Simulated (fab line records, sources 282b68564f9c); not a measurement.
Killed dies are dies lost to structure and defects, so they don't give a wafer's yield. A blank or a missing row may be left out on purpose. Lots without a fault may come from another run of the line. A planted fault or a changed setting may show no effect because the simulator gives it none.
fab line records | flow rit_cmos
record lots=13 wafers=39 last_day=7
route steps=202 shown NRETRO@58 M1@202
lots that met no fault: from a run of the same line without faults
start_h: hours from the record's first day to the start of the lot's first wafer shown | wait_h: hours since the lot's step before | " the same as in the row above | L1.1+2: a row that stands for several wafers | - no value, or no start given | * or withheld: withheld | < > ~ a bound
route shown NAME@n: a module of which the file shows steps, and the number in the route of the first | usual: mean/standard deviation of fault-free wafers | same: alike in all rows | chamber/n: place in a boat | sites: the reading at each site | _std_site: their standard deviation | _edge_site: outer sites' mean less inner sites' | radius_mm: how far each site lies from the wafer's centre | mask NAME#n: copy n | behind: the tool/chamber that last shaped the wafer | hold: why the lot was held/for how many hours/how that ended | device: the transistor (n, p or np) that didn't switch | end of line: the same wafers' tests at the end of the route | a step without rows: its recipe alone | killed: dies lost to structure and defects at the first sort, not the wafer's yield | map: a wafer's dies, x killed, . not, _ none there
set.NAME: the setting as run; set.NAME@STEP: as run at that earlier step | model.NAME: the simulator's own value behind a step, which no gauge read
steps of the route over a sample of lots; a table a step, a row a wafer
## steps
# step RIT_NRETRO_DEVELOP_05
# recipe resist=NOVOLAK develop_time_s=68 dev_temp_c=23
# usual developer_temp_C=23.01/0.11 exhaust_pa=44.9/0.85
# columns lot.wafer tool chamber start_h wait_h developer_temp_C exhaust_pa
L555.2 litho_track-02 0 30 - 22.89 44.1
L555.4 " 0 " " 22.83 45.2
L555.5 " 0 " " 23.02 45.2
L556.2 litho_track-02 0 36 - 22.96 44.0
L556.5 " 0 " " 22.95 44.7
L556.6 " 0 " " 23.18 45.3
L557.2 litho_track-03 0 41 - 23.11 46.6
L557.5 " 0 " " 23.06 45.9
L557.6 " 0 " " 23.01 45.0
L558.2 litho_track-02 0 46 - 22.87 44.3
L558.5 " 0 " " 22.86 44.9
L558.6 " 0 " " 23.05 43.9
L559.3 litho_track-02 0 51 - 22.98 44.5
L559.4 " 0 " " 23.03 45.4
L559.5 " 0 " " 23.02 41.9
L560.2 litho_track-03 0 55 - 22.92 44.4
L560.5 " 0 " " 22.98 45.5
L560.6 " 0 " " 22.99 44.7
L561.2 litho_track-02 0 62 - 23.01 45.8
L561.5 " 0 " " 22.99 45.2
L561.6 " 0 " " 22.98 46.8
L562.1 litho_track-04 0 69 - 22.99 45.3
L562.4 " 0 " " 23.00 45.4
L562.6 " 0 " " 23.09 45.8
L563.1 litho_track-04 0 74 - 23.03 44.8
L563.4 " 0 " " 23.10 44.3
L563.6 " 0 " " 22.91 44.8
L564.2 litho_track-04 0 75 - 22.95 45.1
L564.5 " 0 " " 23.08 45.6
L564.6 " 0 " " 23.09 45.7
L572.1 litho_track-03 0 115 - 24.04 45.8
L572.5 " 0 " " 23.99 44.5
L572.6 " 0 " " 24.10 45.8
L575.1 litho_track-03 0 134 - 23.81 44.4
L575.2 " 0 " " 23.86 43.4
L575.4 " 0 " " 23.89 44.7
L578.3 litho_track-04 0 147 - 22.97 44.9
L578.5 " 0 " " 23.05 44.9
L578.6 " 0 " " 23.05 43.8
# step RIT_M1_PROBE_99
# usual killed_at_M0_to_M3=0.0/0.2 killed_at_contacts=0.1/0.25 killed_at_front_end=6/3.1 killed_dies=6/3.1 killed_open=2.9/2 killed_short=3.3/2
# same gross_dies=264 killed_at_M4_up=0 killed_at_back_side=0 killed_at_other=0
# columns lot.wafer tool chamber start_h wait_h killed_at_M0_to_M3 killed_at_contacts killed_at_front_end killed_dies killed_open killed_short
L578.3 prober-01 - 176.23 0.2 0 0 4 4 2 2
L578.5 prober-01 - 176.33 0.2 0 0 5 5 1 4
L578.6 prober-01 - 176.38 0.2 0 0 5 5 1 4
# killed by level:class
L578.3 SPACER:geometric_particle:short=2 FOX1:geometric_particle:open=1 SPACER:geometric_particle:open=1
L578.5 GATE:geometric_particle:short=2 FOX1:geometric_particle:short=1 SILICIDE:geometric_particle:short=1 SILICIDE:geometric_particle:open=1
L578.6 GATE:geometric_particle:short=2 FOX1:geometric_particle:short=1 REOX:geometric_particle:open=1 SPACER:geometric_particle:short=1
## key
first_sign step=RIT_NRETRO_DEVELOP_05 reading=developer_temp_C direction=up sigmas=8.6 usual=* struck=*
effect none on later readings
met_at RIT_NRETRO_DEVELOP_05
struck_lots L572,L575
tester_left_out L572,L575
onset_between 55 115
fault kind=process_parameter_drift tool=litho_track-03 chamber=- onset_h=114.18 steps=RIT_NRETRO_DEVELOP_05 channel=dev_temp_c offset=* shape=step end_h=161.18 acts_in=* stated=*
# tester_left_out: of these lots the tester's yield and bins aren't shown, on N5 and GAA mostly nor the transistor test; their killed dies are dies lost to structure and defects alone, not to doping, threshold or leakage, so they don't give the yield
